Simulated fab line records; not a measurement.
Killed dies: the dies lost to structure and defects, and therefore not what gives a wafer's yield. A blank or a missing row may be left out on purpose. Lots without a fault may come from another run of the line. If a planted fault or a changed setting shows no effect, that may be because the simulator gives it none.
8D (eight disciplines) problem report, filled in by code || flow berkeley-cmos170 || the parts of the form that need people (team, actions taken, sign-off) are left out

== 1. WHAT IS WRONG ==
Mean of spin-speed-rpm at UCB170_M3_COAT_10: 1339.5 rpm across 6 wafers in 2 lots; on wafers with no fault it is 1500.0 rpm (standard deviation 0.81). So: -99 or more standard deviations from the usual mean.
The step: resist thk 900 nm.
Seen first at day 9 23:00 on litho-track-02, wafer L214.2. At this step, 42 wafers from 14 lots have a number in the record. Rule for "out", or "out of limits": more than 4 standard deviations from the usual mean. The other wafers with a number count as sound.

== 2. WHAT IT IS, WHAT IT ISN'T ==
{"question": "which readings at this step", "is": "spin-speed-rpm", "is not": "chill-plate-temp-C"}
{"question": "which lots", "is": "L214, L218", "is not": "L211, L213, L215, L216, L225, L228, L229, L230, L231, L232, L233, L234"}
{"question": "which wafers of those lots", "is": "all that have a number", "is not": "-"}
{"question": "read on which tools", "is": "litho-track-02", "is not": "litho-track-03, litho-track-04"}
{"question": "when", "is": "from day 9 23:00", "is not": "up to then (12 sound wafers); but 24 sound wafers of L225, L228, L229, L230, L231, L232, L233, L234 came after"}

== 3. SUSPECTS, AND WHAT RULES EACH OUT ==
Counting: a tool at a process step up to the reading stays a suspect if it ran every lot that is out and no sound lot after the first of them.
- litho-track-02 at UCB170_M3_COAT_10 (resist thk 900 nm): ruled out as a lasting fault. After its first lot that is out, L214 (day 9 23:00), sound lots L231, L232, L234 ran on it.
Left after counting: nothing in the record.

== 4. THE CAUSE (what the simulator had put in) ==
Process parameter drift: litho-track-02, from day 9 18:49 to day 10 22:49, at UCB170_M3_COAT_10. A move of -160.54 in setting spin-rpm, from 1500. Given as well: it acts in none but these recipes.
Counting ruled it out, wrongly.

== 5. SEQUENCE OF EFFECTS, ordered by route ==
Rows list readings where the struck wafers' mean (over those with a number) sits beyond 3 standard deviations from the usual. Scope: only readings with a usual standard deviation given in the record; hours: median across lots of the time from each lot's start at the first step in this table that gives one to its start at this step; sigmas: change in usual standard deviations.
{"hours": 0, "step": "UCB170_M3_COAT_10", "reading": "spin-speed-rpm", "usual": "1500.0 rpm", "on struck wafers": 1339.5, "change": -160.5, "sigmas": "-99 or more"}
{"hours": 2, "step": "UCB170_M3_STRIP_19", "reading": "oes-product-au", "usual": "0.551 a.u.", "on struck wafers": 0.611, "change": "+0.060", "sigmas": "+3.0"}
The process steps in it:
- UCB170_M3_COAT_10: resist thk 900 nm.
- UCB170_M3_STRIP_19: strips in O2.
At these later measuring or inspecting steps, every struck wafer for which the step has a row has a number for every such reading, and none has moved that far: UCB170_M3_CD_MEAS_90.

== 6. WHAT WOULD HAVE CAUGHT IT SOONER ==
First out-of-limits reading in this record: day 9 23:00, which is 4 hours after fault onset at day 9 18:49.
